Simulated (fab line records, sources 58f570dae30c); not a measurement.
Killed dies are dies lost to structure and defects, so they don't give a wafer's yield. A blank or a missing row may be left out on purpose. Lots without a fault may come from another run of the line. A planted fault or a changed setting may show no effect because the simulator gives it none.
Which tool did it? | flow berkeley_cmos170 | 6 lots, 18 wafers sampled, at 3 steps of a route of 331

WHAT THE GAUGES READ, wafer by wafer
UCB170_V1_OVL_MEAS_13.
lot  | measured     | on         | V1_OVL (nm)
L190 | day 8 10:21  | overlay-02 | 1 0 -7
L197 | day 10 05:02 | overlay-02 | -3 0 4
L201 | day 10 11:22 | overlay-02 | 4 7 5
L204 | day 10 18:44 | overlay-02 | -5 1 6
L203 | day 11 02:01 | overlay-01 | -2 -3 -3
L209 | day 12 03:24 | overlay-01 | 5 2 1

WHICH TOOL RAN EACH LOT (tool, then ch and the chambers of the sampled wafers, then the start)
lot  | UCB170_CONTACT_RTA_08            | UCB170_CONTACT_ETCH_17
L190 | rtp_anneal-01 ch 0, day 7 19:58  | rie_diel-03 ch 0,1,2, day 7 21:08
L197 | rtp_anneal-02 ch 0, day 9 15:11  | rie_diel-02 ch 0,1, day 9 16:16
L201 | rtp_anneal-02 ch 0, day 10 02:31 | rie_diel-03 ch 1,2, day 10 03:58
L204 | rtp_anneal-01 ch 0, day 10 05:54 | rie_diel-04 ch 0,1,3, day 10 07:22
L203 | rtp_anneal-01 ch 0, day 10 14:13 | rie_diel-02 ch 1,3, day 10 15:25
L209 | rtp_anneal-01 ch 0, day 11 18:25 | rie_diel-02 ch 0,1,3, day 11 19:37
- UCB170_CONTACT_RTA_08: time 10 s.
- UCB170_CONTACT_ETCH_17: etches BARC in N2/H2.

THE ANSWER, worked out from the rows above alone
Rule: what is usual is taken from the lots themselves. Put in order of their means at a reading, lots are off if they are a third of the lots or fewer, leave a main group of 4 or more, and stand apart from it by a gap of 3 or more times the standard deviation of the main group's means; of several such gaps the widest counts. A main group whose means are all the same, to the digits that the tables above print for the reading, isn't used. A lot without any number at a reading at which 4 lots or more have one is off too. The other lots that the step has rows for count as sound.
No lot is off at any reading shown: from this, nothing can be told.

WHAT THE SIMULATOR HAD PUT IN
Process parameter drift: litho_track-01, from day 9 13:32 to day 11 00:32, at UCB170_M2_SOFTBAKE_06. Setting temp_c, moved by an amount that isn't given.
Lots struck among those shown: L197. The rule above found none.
